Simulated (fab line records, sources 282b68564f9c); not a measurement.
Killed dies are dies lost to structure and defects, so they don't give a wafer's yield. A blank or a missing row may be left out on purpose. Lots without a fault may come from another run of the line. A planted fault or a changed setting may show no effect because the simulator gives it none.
Tool commonality check | flow rit_cmos | 14 lots, 42 wafers sampled

WHY IT WAS OPENED
At RIT_WELLDRIVE_RS_MEAS_01 the reading NWELL_RS is flagged on 2 of 14 lots. Wafers without a fault read 275.8 ohm/sq, standard deviation 0.82.
Rule: a lot is flagged when every wafer of it that has a number lies more than 4 standard deviations from that mean, or none has a number. The other lots count as sound.

lot  | measured    | on            | NWELL_RS (ohm/sq), wafer by wafer | flag
L140 | day 2 05:28 | film_metro-04 | 275.3 276.2 275.1                 |
L141 | day 2 11:30 | film_metro-01 | 275.3 275.0 275.4                 |
L142 | day 2 15:49 | film_metro-01 | 274.1 274.3 274.5                 |
L144 | day 3 02:00 | film_metro-01 | 275.2 275.3 275.0                 |
L145 | day 3 08:27 | film_metro-01 | 276.3 275.8 275.5                 |
L146 | day 3 13:49 | film_metro-01 | 274.7 274.6 274.6                 |
L150 | day 4 08:00 | film_metro-01 | 276.1 275.5 275.9                 |
L151 | day 4 13:30 | film_metro-04 | 322.0 321.8 322.2                 | FLAGGED
L153 | day 4 23:13 | film_metro-01 | 322.4 322.3 322.7                 | FLAGGED
L157 | day 5 20:11 | film_metro-03 | 274.6 274.7 274.9                 |
L159 | day 6 04:24 | film_metro-03 | 276.2 276.6 276.9                 |
L160 | day 6 09:43 | film_metro-03 | 277.0 276.2 276.5                 |
L162 | day 6 21:19 | film_metro-03 | 276.8 277.5 277.5                 |
L163 | day 7 03:10 | film_metro-01 | 275.4 275.9 275.9                 |
The numbers of the flagged lots are 322.2 ohm/sq on average: +46.4 ohm/sq against the usual, or +57 standard deviations.

WHICH TOOL RAN EACH LOT
The record holds 1 process step before the reading, out of a route of 202 steps. In each cell: the tool, then ch and the chambers that the sampled wafers went through, then the start.
lot  | flag    | RIT_WELLDRIVE_ANNEAL_00
L140 |         | furnace-01 ch 0, day 2 00:21
L141 |         | furnace-03 ch 0, day 2 06:25
L142 |         | furnace-01 ch 0, day 2 10:44
L144 |         | furnace-01 ch 0, day 2 20:54
L145 |         | furnace-03 ch 0, day 3 03:20
L146 |         | furnace-01 ch 0, day 3 08:44
L150 |         | furnace-04 ch 0, day 4 02:55
L151 | FLAGGED | furnace-01 ch 0, day 4 08:24
L153 | FLAGGED | furnace-01 ch 0, day 4 18:07
L157 |         | furnace-03 ch 0, day 5 15:05
L159 |         | furnace-04 ch 0, day 5 23:16
L160 |         | furnace-03 ch 0, day 6 04:37
L162 |         | furnace-03 ch 0, day 6 16:13
L163 |         | furnace-04 ch 0, day 6 22:03
What these steps do:
- RIT_WELLDRIVE_ANNEAL_00: time 14700 s.
- RIT_WELLDRIVE_RS_MEAS_01: measures by four-point-probe.

FLAGGED OVER TOTAL, TOOL BY TOOL (the gauges that took the reading come last)
step                     | tool          | lots run | flagged | share of the flagged lots | sound lots run after its first flagged lot
RIT_WELLDRIVE_ANNEAL_00  | furnace-01    | 6        | 2       | all                       | 0
RIT_WELLDRIVE_ANNEAL_00  | furnace-03    | 5        | 0       | none                      | -
RIT_WELLDRIVE_ANNEAL_00  | furnace-04    | 3        | 0       | none                      | -
RIT_WELLDRIVE_RS_MEAS_01 | film_metro-01 | 8        | 1       | some                      | 1 (L163)
RIT_WELLDRIVE_RS_MEAS_01 | film_metro-03 | 4        | 0       | none                      | -
RIT_WELLDRIVE_RS_MEAS_01 | film_metro-04 | 2        | 1       | some                      | 0

WHAT THE TABLE ALLOWS
1 row of the table ran every flagged lot: furnace-01 at RIT_WELLDRIVE_ANNEAL_00.
- furnace-01 at RIT_WELLDRIVE_ANNEAL_00: 2 of its 6 lots flagged. Its last sound lot is L146 (day 3 08:44), its first flagged lot L151 (day 4 08:24): a fault that began between those two fits. Its own readings lie more than 4 standard deviations out on every wafer of the flagged lots: run_length_s.
One tool is left: furnace-01 at RIT_WELLDRIVE_ANNEAL_00.

WHAT THE SIMULATOR HAD PUT IN
Process parameter drift: furnace-01, from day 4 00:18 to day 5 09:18, at RIT_WELLDRIVE_ANNEAL_00. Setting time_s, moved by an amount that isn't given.
Lots struck among those shown: L151, L153. The rule above found the same.
